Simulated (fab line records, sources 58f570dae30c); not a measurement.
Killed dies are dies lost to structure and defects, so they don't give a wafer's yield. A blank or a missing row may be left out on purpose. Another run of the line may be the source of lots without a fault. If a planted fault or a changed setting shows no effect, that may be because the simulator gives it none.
fab line records -- flow berkeleyCmos170
[record] lots = 14, wafers = 42, lastDay = 13
route steps=331 shown PSD@183
lots that met no fault: from a run of the same line without faults
startH: hours from the record's opening day to when the first of the lot's shown wafers began -- waitH: hours since the lot's step before -- " as in the row above -- L1.1+2: several wafers, shown together as one row -- - value missing, or start not given -- * or withheld: withheld -- < > ~ a bound
route shown NAME@n: NAME is a module with steps in the file, n the number in the route of the first one -- usual: the fault-free wafers' mean and standard deviation -- same: alike in all rows -- chamber/n: place in a boat -- sites: each site's reading -- _std_site: their standard deviation -- _edge_site: the outer-site mean with the inner-site mean subtracted -- radiusMm: for every site, how far away it sits from the centre of the wafer -- mask NAME#n: copy n -- behind: tool/chamber where the wafer was last shaped -- hold: why the lot was held/for how many hours/how that ended -- device: the n, p or np transistor that did not switch -- end of line: tests run on the same wafers once the route is complete -- a step given without rows: its recipe and nothing more -- killed: dies lost to structure and defects at the first sort, not the wafer's yield -- map: the dies of a wafer, with x for killed, . for not killed, _ for no die there
set.NAME: the setting as run; set.NAME@STEP: as run at that earlier step -- model.NAME: the simulator's own value behind a step, which no gauge read
steps of the route over a sample of lots; a table a step, a row a wafer
services: from which hour (startH, from the record's first day; less than 0 if before it) a tool's chamber was out of use, for how many hours, and why
[[steps]]
[step UCB170_PSD_IMPLANT_08]
[recipe] species = B, doseCm2 = 3e+15, energyKev = 20, tiltDeg = 7
[usual] beamEnergyKeV = 20.000/0.0062, doseIonsCm2 = 3.0002e+15/2.9e+12, endStationPressureTorr = 1.26e-05/6e-07, faradayCurrentUA = 9250/200
lot.wafer,tool,chamber,startH,waitH,beamEnergyKeV,doseIonsCm2,endStationPressureTorr,faradayCurrentUA
L118.2,implanter-02,0,164.39,0.0,19.991,3.0015e+15,1.23e-05,8996
L118.4,implanter-02,0,164.39,0.0,20.001,2.9946e+15,1.27e-05,9351
L118.6,implanter-02,0,164.39,0.0,20.004,3.0022e+15,1.25e-05,9470
L119.1,implanter-01,0,164.61,0.0,20.006,3.0016e+15,1.23e-05,8822
L119.3,implanter-01,0,164.61,0.0,20.003,3.0047e+15,1.24e-05,9063
L119.4,implanter-01,0,164.61,0.0,20.007,3.0043e+15,1.2e-05,9134
L122.3,implanter-02,0,175.82,0.1,19.987,3.0006e+15,1.24e-05,9149
L122.5,implanter-02,0,175.82,0.1,19.987,3.0051e+15,1.28e-05,9206
L122.6,implanter-02,0,175.82,0.1,20.000,3.0053e+15,1.31e-05,9200
L120.2,implanter-01,0,175.93,0.0,19.999,3.0015e+15,1.35e-05,8744
L120.4,implanter-01,0,175.93,0.0,19.999,2.9987e+15,1.23e-05,9465
L120.5,implanter-01,0,175.93,0.0,19.996,2.9973e+15,1.21e-05,9468
L124.3,implanter-01,0,195.26,0.1,20.010,2.9963e+15,1.26e-05,9407
L124.4,implanter-01,0,195.26,0.1,20.001,3.0006e+15,1.27e-05,9349
L124.5,implanter-01,0,195.26,0.1,20.000,2.9981e+15,1.18e-05,9346
L126.1,implanter-02,0,195.48,0.0,19.999,3.0052e+15,1.27e-05,9293
L126.2,implanter-02,0,195.48,0.0,20.003,2.9989e+15,1.21e-05,9227
L126.3,implanter-02,0,195.48,0.0,19.994,2.9991e+15,1.24e-05,9182
L125.3,implanter-01,0,196.26,0.1,20.000,3.001e+15,1.37e-05,9108
L125.4,implanter-01,0,196.26,0.1,20.001,3.0004e+15,1.31e-05,9041
L125.5,implanter-01,0,196.26,0.1,19.993,3.0017e+15,1.26e-05,9598
L129.2,implanter-01,0,209.26,0.0,19.998,2.9937e+15,1.3e-05,9143
L129.4,implanter-01,0,209.26,0.0,19.994,2.9973e+15,1.25e-05,9201
L129.6,implanter-01,0,209.26,0.0,19.993,2.9994e+15,1.26e-05,9285
L133.4,implanter-04,0,234.76,0.1,20.003,2.9988e+15,1.36e-05,9546
L133.5,implanter-04,0,234.76,0.1,20.006,3.0003e+15,1.3e-05,9336
L133.6,implanter-04,0,234.76,0.1,20.005,2.9993e+15,1.17e-05,9651
L136.4,implanter-04,0,241.47,0.1,20.005,3.0012e+15,1.24e-05,9546
L136.5,implanter-04,0,241.47,0.1,19.999,3.0021e+15,1.36e-05,9034
L136.6,implanter-04,0,241.47,0.1,19.999,2.9986e+15,1.2e-05,9426
L134.3,implanter-01,0,241.72,0.1,20.004,2.1059e+15,9.6e-06,6747
L134.4,implanter-01,0,241.72,0.1,19.999,2.103e+15,1.07e-05,6457
L134.6,implanter-01,0,241.72,0.1,19.996,2.1032e+15,9.6e-06,6521
L138.1,implanter-01,0,262.55,0.0,20.000,2.1068e+15,1.05e-05,6418
L138.3,implanter-01,0,262.55,0.0,20.003,2.1003e+15,1.05e-05,6372
L138.5,implanter-01,0,262.55,0.0,20.000,2.099e+15,1.06e-05,6480
L139.1,implanter-04,0,262.82,0.0,20.012,2.9997e+15,1.19e-05,9184
L139.4,implanter-04,0,262.82,0.0,20.002,2.9992e+15,1.2e-05,9289
L139.6,implanter-04,0,262.82,0.0,20.006,2.9985e+15,1.27e-05,8991
L141.3,implanter-02,0,276.29,0.1,20.008,2.9969e+15,1.25e-05,9462
L141.5,implanter-02,0,276.29,0.1,19.997,2.9985e+15,1.34e-05,8967
L141.6,implanter-02,0,276.29,0.1,20.003,2.9944e+15,1.25e-05,9020
[step UCB170_PSD_STRIP_09]
[recipe] chemistry = O2, powerW = 400, pressureMtorr = 3500, platenTempC = withheld, o2FlowSccm = 400, overashFraction = 0.5
[usual] drypumpMotorCurrentA = 5.6/0.3, oesProductAu = 0.600/0.0044, stripTimeToEndpointS = 29.39/0.079
lot.wafer,tool,chamber,startH,waitH,drypumpMotorCurrentA,oesProductAu,rfHoursCounterH,stripTimeToEndpointS
L118.2,plasmaAsher-04,0,164.52,0.1,5.3,0.596,37,29.36
L118.4,plasmaAsher-04,0,164.52,0.1,5.3,0.606,-,29.37
L118.6,plasmaAsher-04,0,164.52,0.1,5.3,0.600,-,29.29
L119.1,plasmaAsher-01,1,164.77,0.1,5.5,0.608,48,29.41
L119.3,plasmaAsher-01,0,164.77,0.1,6.1,0.590,-,29.37
L119.4,plasmaAsher-01,1,164.77,0.1,5.5,0.598,-,29.45
L122.3,plasmaAsher-01,1,175.96,0.1,5.5,0.590,-,29.38
L122.5,plasmaAsher-01,0,175.96,0.1,6.1,0.601,-,29.38
L122.6,plasmaAsher-01,1,175.96,0.1,5.6,0.609,-,29.40
L120.2,plasmaAsher-04,1,176.06,0.1,5.5,0.601,38,29.54
L120.4,plasmaAsher-04,0,176.06,0.1,5.2,0.598,-,29.54
L120.5,plasmaAsher-04,0,176.06,0.1,5.2,0.600,-,29.41
L124.3,plasmaAsher-01,0,195.39,0.1,6.1,0.593,-,29.41
L124.4,plasmaAsher-01,1,195.39,0.1,5.6,0.603,-,29.45
L124.5,plasmaAsher-01,0,195.39,0.1,6.1,0.594,-,29.36
L126.1,plasmaAsher-04,1,195.63,0.1,5.5,0.598,40,29.49
L126.2,plasmaAsher-04,0,195.63,0.1,5.2,0.603,40,29.38
L126.3,plasmaAsher-04,0,195.63,0.1,5.2,0.597,-,29.47
L125.3,plasmaAsher-01,0,196.39,0.1,6.1,0.601,-,29.50
L125.4,plasmaAsher-01,1,196.39,0.1,5.6,0.594,-,29.55
L125.5,plasmaAsher-01,0,196.39,0.1,6.1,0.605,-,29.47
L129.2,plasmaAsher-01,1,209.39,0.1,5.6,0.603,53,29.37
L129.4,plasmaAsher-01,1,209.39,0.1,5.6,0.596,-,29.46
L129.6,plasmaAsher-01,0,209.39,0.1,6.1,0.599,-,29.48
L133.4,plasmaAsher-03,0,234.87,0.1,5.3,0.603,-,29.27
L133.5,plasmaAsher-03,0,234.87,0.1,5.3,0.599,-,29.28
L133.6,plasmaAsher-03,1,234.87,0.1,5.9,0.602,-,29.32
L136.4,plasmaAsher-03,0,241.58,0.1,5.3,0.597,-,29.44
L136.5,plasmaAsher-03,1,241.58,0.1,5.8,0.604,-,29.42
L136.6,plasmaAsher-03,0,241.58,0.1,5.3,0.601,-,29.32
L134.3,plasmaAsher-04,0,241.86,0.1,5.2,0.647,-,25.56
L134.4,plasmaAsher-04,1,241.86,0.1,5.5,0.651,-,25.59
L134.6,plasmaAsher-04,0,241.86,0.1,5.3,0.663,-,25.56
L138.1,plasmaAsher-03,0,262.70,0.1,5.3,0.649,16,25.82
L138.3,plasmaAsher-03,0,262.70,0.1,5.3,0.652,-,25.80
L138.5,plasmaAsher-03,0,262.70,0.1,5.3,0.651,-,25.77
L139.1,plasmaAsher-04,1,262.97,0.1,5.5,0.603,49,29.21
L139.4,plasmaAsher-04,1,262.97,0.1,5.5,0.608,-,29.30
L139.6,plasmaAsher-04,1,262.97,0.1,5.4,0.601,-,29.30
L141.3,plasmaAsher-03,1,276.42,0.1,5.8,0.605,-,29.40
L141.5,plasmaAsher-03,1,276.42,0.1,5.9,0.604,-,29.36
L141.6,plasmaAsher-03,0,276.42,0.1,5.3,0.599,-,29.42
[step UCB170_PSD_TW_MEAS_10]
[usual] PSD_TW = 2326/22
lot.wafer,tool,chamber,startH,waitH,PSD_TW
L118.2,filmMetro-04,-,164.63,0.1,2354
L118.4,filmMetro-04,-,164.63,0.1,2352
L118.6,filmMetro-04,-,164.63,0.1,2343
L119.1,filmMetro-04,-,164.87,0.1,2362
L119.3,filmMetro-04,-,164.87,0.1,2348
L119.4,filmMetro-04,-,164.87,0.1,2358
L122.3,filmMetro-02,-,176.04,0.1,2344
L122.5,filmMetro-02,-,176.04,0.1,2343
L122.6,filmMetro-02,-,176.04,0.1,2344
L120.2,filmMetro-04,-,176.17,0.1,2320
L120.4,filmMetro-04,-,176.17,0.1,2312
L120.5,filmMetro-04,-,176.17,0.1,2306
L124.3,filmMetro-02,-,195.48,0.1,2355
L124.4,filmMetro-02,-,195.48,0.1,2357
L124.5,filmMetro-02,-,195.48,0.1,2357
L126.1,filmMetro-02,-,195.73,0.1,2359
L126.2,filmMetro-02,-,195.73,0.1,2368
L126.3,filmMetro-02,-,195.73,0.1,2352
L125.3,filmMetro-02,-,196.47,0.1,2363
L125.4,filmMetro-02,-,196.47,0.1,2373
L125.5,filmMetro-02,-,196.47,0.1,2363
L129.2,filmMetro-04,-,209.50,0.1,2298
L129.4,filmMetro-04,-,209.50,0.1,2312
L129.6,filmMetro-04,-,209.50,0.1,2309
L133.4,filmMetro-03,-,234.97,0.1,2322
L133.5,filmMetro-03,-,234.97,0.1,2320
L133.6,filmMetro-03,-,234.97,0.1,2327
L136.4,filmMetro-03,-,241.68,0.1,2318
L136.5,filmMetro-03,-,241.68,0.1,2321
L136.6,filmMetro-03,-,241.68,0.1,2323
L134.3,filmMetro-03,-,241.94,0.1,2072
L134.4,filmMetro-03,-,241.94,0.1,2079
L134.6,filmMetro-03,-,241.94,0.1,2067
L138.1,filmMetro-03,-,262.80,0.1,2073
L138.3,filmMetro-03,-,262.80,0.1,2089
L138.5,filmMetro-03,-,262.80,0.1,2084
L139.1,filmMetro-03,-,263.07,0.1,2310
L139.4,filmMetro-03,-,263.07,0.1,2310
L139.6,filmMetro-03,-,263.07,0.1,2314
L141.3,filmMetro-03,-,276.51,0.1,2320
L141.5,filmMetro-03,-,276.51,0.1,2332
L141.6,filmMetro-03,-,276.51,0.1,2325
[step UCB170_SDANNEAL_RS_MEAS_02]
[recipe] thkMeasGauge = four-point-probe
[usual] PSD_RS = 75.61/0.3
lot.wafer,tool,chamber,startH,waitH,PSD_RS[ohm/sq]
L119.1,filmMetro-02,-,170.83,0.0,75.05
L119.3,filmMetro-02,-,170.83,0.0,75.08
L119.4,filmMetro-02,-,170.83,0.0,74.85
L118.2,filmMetro-02,-,171.40,0.1,75.63
L118.4,filmMetro-02,-,171.40,0.1,75.39
L118.6,filmMetro-02,-,171.40,0.1,75.69
L122.3,filmMetro-04,-,179.53,0.1,75.66
L122.5,filmMetro-04,-,179.53,0.1,75.69
L122.6,filmMetro-04,-,179.53,0.1,75.78
L120.2,filmMetro-04,-,179.99,0.1,75.17
L120.4,filmMetro-04,-,179.99,0.1,75.49
L120.5,filmMetro-04,-,179.99,0.1,75.50
L125.3,filmMetro-02,-,202.08,0.1,75.63
L125.4,filmMetro-02,-,202.08,0.1,75.69
L125.5,filmMetro-02,-,202.08,0.1,75.63
L124.3,filmMetro-04,-,202.56,0.1,75.53
L124.4,filmMetro-04,-,202.56,0.1,75.34
L124.5,filmMetro-04,-,202.56,0.1,75.63
L126.1,filmMetro-02,-,203.09,0.2,75.65
L126.2,filmMetro-02,-,203.09,0.2,75.49
L126.3,filmMetro-02,-,203.09,0.2,75.68
L129.2,filmMetro-04,-,212.72,0.1,75.68
L129.4,filmMetro-04,-,212.72,0.1,75.62
L129.6,filmMetro-04,-,212.72,0.1,75.51
L133.4,filmMetro-02,-,238.73,0.1,76.27
L133.5,filmMetro-02,-,238.73,0.1,75.99
L133.6,filmMetro-02,-,238.73,0.1,75.85
L136.4,filmMetro-03,-,244.71,0.1,75.97
L136.5,filmMetro-03,-,244.71,0.1,75.73
L136.6,filmMetro-03,-,244.71,0.1,75.45
L134.3,filmMetro-04,-,245.38,0.1,96.14
L134.4,filmMetro-04,-,245.38,0.1,96.12
L134.6,filmMetro-04,-,245.38,0.1,96.51
L138.1,filmMetro-03,-,265.50,0.0,96.90
L138.3,filmMetro-03,-,265.50,0.0,97.00
L138.5,filmMetro-03,-,265.50,0.0,97.07
L139.1,filmMetro-04,-,265.81,0.0,75.74
L139.4,filmMetro-04,-,265.81,0.0,75.75
L139.6,filmMetro-04,-,265.81,0.0,75.55
L141.3,filmMetro-04,-,279.24,0.1,75.21
L141.5,filmMetro-04,-,279.24,0.1,75.68
L141.6,filmMetro-04,-,279.24,0.1,75.42
[[services]]
tool,chamber,startH,hours,kind
plasmaAsher-03,-,144.94,14.2,repair
implanter-04,-,153.07,1.9,repair
implanter-04,-,189.68,34.4,pm
implanter-02,-,196.12,3.4,pm
plasmaAsher-03,-,199.55,2.8,pm
plasmaAsher-01,-,207.68,1.2,repair
plasmaAsher-04,-,209.06,5.4,repair
implanter-04,-,224.06,4.9,pm
implanter-04,-,264.41,1.2,repair
[[key]]
[firstSign] step = UCB170_PSD_IMPLANT_08, reading = doseIonsCm2, direction = down, sigmas = 99+, usual = 3.0002e+15, struck = 2.103e+15
[effect] step = UCB170_PSD_IMPLANT_08, reading = faradayCurrentUA, direction = down, sigmas = 14, usual = 9250, struck = 6499
[effect] step = UCB170_PSD_STRIP_09, reading = stripTimeToEndpointS, direction = down, sigmas = 47, usual = *, struck = *
[effect] step = UCB170_PSD_TW_MEAS_10, reading = PSD_TW, direction = down, sigmas = 11, usual = 2326, struck = 2077
[effect] step = UCB170_SDANNEAL_RS_MEAS_02, reading = PSD_RS, direction = up, sigmas = 71, usual = 75.61, struck = 96.62
metAt UCB170_PSD_IMPLANT_08
struckLots L134,L138
testerLeftOut L134,L138
onsetBetween 209.26 241.72
[fault] kind = processParameterDrift, tool = implanter-01, chamber = -, onsetH = 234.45, steps = UCB170_PSD_IMPLANT_08, channel = doseCm2, offset = -8.9831e+14, shape = step, endH = 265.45, actsIn = theseRecipesOnly, stated = 3e+15
// testerLeftOut: of these lots the tester's yield and bins aren't shown, on N5 and GAA mostly nor the transistor test; their killed dies are dies lost to structure and defects alone, not to doping, threshold or leakage, so they don't give the yield
